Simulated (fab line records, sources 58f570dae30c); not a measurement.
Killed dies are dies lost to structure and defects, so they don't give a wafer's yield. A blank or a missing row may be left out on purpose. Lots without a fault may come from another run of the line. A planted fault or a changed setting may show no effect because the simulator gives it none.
Problem report in the 8D (eight disciplines) form, filled by code | flow berkeley_cmos170 | the parts of the form that need people (team, actions taken, sign-off) are left out

1. THE PROBLEM
strip_time_to_endpoint_s at UCB170_BACKSIDE_STRIP_03 reads a mean of 26.20 s on 9 wafers of 3 lots; wafers without a fault read 21.93 s with a standard deviation of 0.048. That is +89 standard deviations from the usual mean.
The step: strips in O2.
First seen on wafer L416.1, day 9 11:33, on plasma_asher-04. The record holds 45 wafers of 15 lots with a number at this step. Rule for "out", or "out of limits": more than 4 standard deviations from the usual mean. The other wafers with a number count as sound.

2. WHAT IT IS AND WHAT IT IS NOT
question                    | is                       | is not
which readings at this step | strip_time_to_endpoint_s | drypump_motor_current_A
which lots                  | L415, L416, L417         | L409, L410, L411, L412, L422, L425, L426, L427, L428, L429, L430, L431
which wafers of those lots  | all that have a number   | -
read on which tools         | plasma_asher-04          | plasma_asher-02, plasma_asher-03
when                        | from day 9 11:33         | up to then (12 sound wafers); but 24 sound wafers of L422, L425, L426, L427, L428, L429, L430, L431 came after

3. SUSPECTS, AND WHAT RULES EACH OUT
Counting: a tool at a process step up to the reading stays a suspect if it ran every lot that is out and no sound lot after the first of them.
- litho_track-02 at UCB170_BACKSIDE_COAT_01 (resist thk 900 nm): ruled out as a lasting fault. Sound lots L428 ran on it after its first lot that is out, L416 (day 9 11:15).
- plasma_asher-04 at UCB170_BACKSIDE_STRIP_03 (strips in O2): ruled out as a lasting fault. Sound lots L422, L426, L428, L430 ran on it after its first lot that is out, L416 (day 9 11:33).
Left after counting: nothing in the record.

4. THE CAUSE (what the simulator had put in)
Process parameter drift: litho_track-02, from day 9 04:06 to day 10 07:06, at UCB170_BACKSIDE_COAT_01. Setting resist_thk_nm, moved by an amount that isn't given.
Counting ruled it out, wrongly: the rule takes a fault to strike every lot that its tool runs from its start on, and this one did not.

5. THE CHAIN OF EFFECTS, in route order
Each row: a reading whose mean over the struck wafers that have a number lies more than 3 standard deviations from the usual. Only readings for which the record gives a usual standard deviation are gone through. hours: the time from each lot's start at the first step in this table that gives one to its start at this step, as a median over the lots. sigmas: the change in usual standard deviations.
hours | step                     | reading                  | usual   | on struck wafers | change | sigmas
0     | UCB170_BACKSIDE_STRIP_03 | strip_time_to_endpoint_s | 21.93 s | 26.20            | +4.27  | +89
The process steps in it:
- UCB170_BACKSIDE_STRIP_03: strips in O2.
Later measuring or inspecting steps at which every struck wafer that the step has a row for has a number for every such reading, and none has moved that far: UCB170_V1_THK_MEAS_04.

6. WHAT WOULD HAVE CAUGHT IT SOONER
In this record the first reading out of limits was taken at day 9 11:33, 7 hours after the fault began at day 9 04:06.
